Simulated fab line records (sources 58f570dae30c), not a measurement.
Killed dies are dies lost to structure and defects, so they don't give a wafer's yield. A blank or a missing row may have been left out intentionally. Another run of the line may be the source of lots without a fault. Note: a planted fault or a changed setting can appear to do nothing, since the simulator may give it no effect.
Which tool was responsible? | flow berkeley-cmos170 | 14 lots, 42 wafers sampled, at 2 steps of a route of 331

WHAT THE GAUGES SHOWED, per wafer
UCB170_PWELL_THK_MEAS_06.
lot  | measured    | on            | PWELL_NITRIDE_THK (nm)
L669 | day 3 08:17 | film-metro-02 | 215.2 215.9 217.2
L670 | day 3 18:25 | film-metro-04 | 221.1 222.2 222.6
L674 | day 4 15:47 | film-metro-02 | 219.4 217.9 219.3
L676 | day 4 23:43 | film-metro-03 | 223.4 222.1 221.8
L678 | day 5 07:44 | film-metro-04 | 222.1 221.6 223.1
L679 | day 5 17:44 | film-metro-04 | 219.3 218.7 219.7
L683 | day 6 01:24 | film-metro-04 | 218.1 218.4 218.6
L682 | day 6 01:25 | film-metro-03 | 219.7 219.9 220.8
L684 | day 6 11:49 | film-metro-04 | 221.2 218.9 220.5
L686 | day 6 22:08 | film-metro-02 | 219.4 217.8 220.4
L687 | day 7 09:50 | film-metro-04 | 219.0 218.6 219.2
L689 | day 7 09:50 | film-metro-02 | 216.7 216.1 216.8
L690 | day 7 16:01 | film-metro-03 | 216.5 216.1 216.9
L691 | day 7 16:01 | film-metro-04 | 220.9 220.7 220.8

UCB170_FIELD_THK_MEAS_90.
lot  | measured    | on            | FIELD_OXIDE_LEFT_1_THK (nm)
L669 | day 5 14:13 | film-metro-03 | 434 434 427
L670 | day 6 01:28 | film-metro-02 | 451 445 442
L674 | day 7 01:32 | film-metro-04 | 426 436 436
L676 | day 7 01:38 | film-metro-04 | 444 447 445
L678 | day 7 14:50 | film-metro-04 | 447 452 448
L679 | day 8 08:44 | film-metro-02 | 447 436 448
L683 | day 8 08:40 | film-metro-04 | 425 418 425
L682 | day 8 08:40 | film-metro-02 | 450 438 436
L684 | day 8 17:48 | film-metro-02 | 425 426 423
L686 | day 9 08:41 | film-metro-04 | 425 423 414
L687 | day 9 19:06 | film-metro-04 | 438 451 440
L689 | day 9 19:02 | film-metro-04 | 436 437 436
L690 | day 9 19:02 | film-metro-02 | 434 448 433
L691 | day 9 19:02 | film-metro-03 | 429 441 431

TOOL THAT RAN EACH LOT (tool first, then ch and the chambers of the sampled wafers, then the start)
Record: no process step prior to these readings.

WHAT THE TOOLS THEMSELVES READ (means of the sampled wafers that have a number; where no wafer has one, the mark that the record gives instead)
The record holds no such reading with a usual standard deviation.

THE ANSWER, worked out from the rows above alone
Rule: usual is defined by the lots themselves. Put in order of their means at a reading, lots are off if they are a third of the lots or fewer, leave a main group of 4 or more, and stand apart from it by a gap of 3 or more times the standard deviation of the main group's means; of several such gaps the widest counts. The tables above print the reading to a certain number of digits; a main group whose means all agree to those digits is not used. A lot without any number at a reading at which 4 lots or more have one is off too. Any other lot the step has rows for is counted as sound. After the gauges, taken in route order, come the tools' own readings; for these a lot's mean is taken, as printed above. At the first step where some lot is off, the reading lying furthest off is the one used; lots without a number count as furthest.
Across all readings shown, no lot is off: no conclusion can be drawn from this.

WHAT WAS PUT IN BY THE SIMULATOR
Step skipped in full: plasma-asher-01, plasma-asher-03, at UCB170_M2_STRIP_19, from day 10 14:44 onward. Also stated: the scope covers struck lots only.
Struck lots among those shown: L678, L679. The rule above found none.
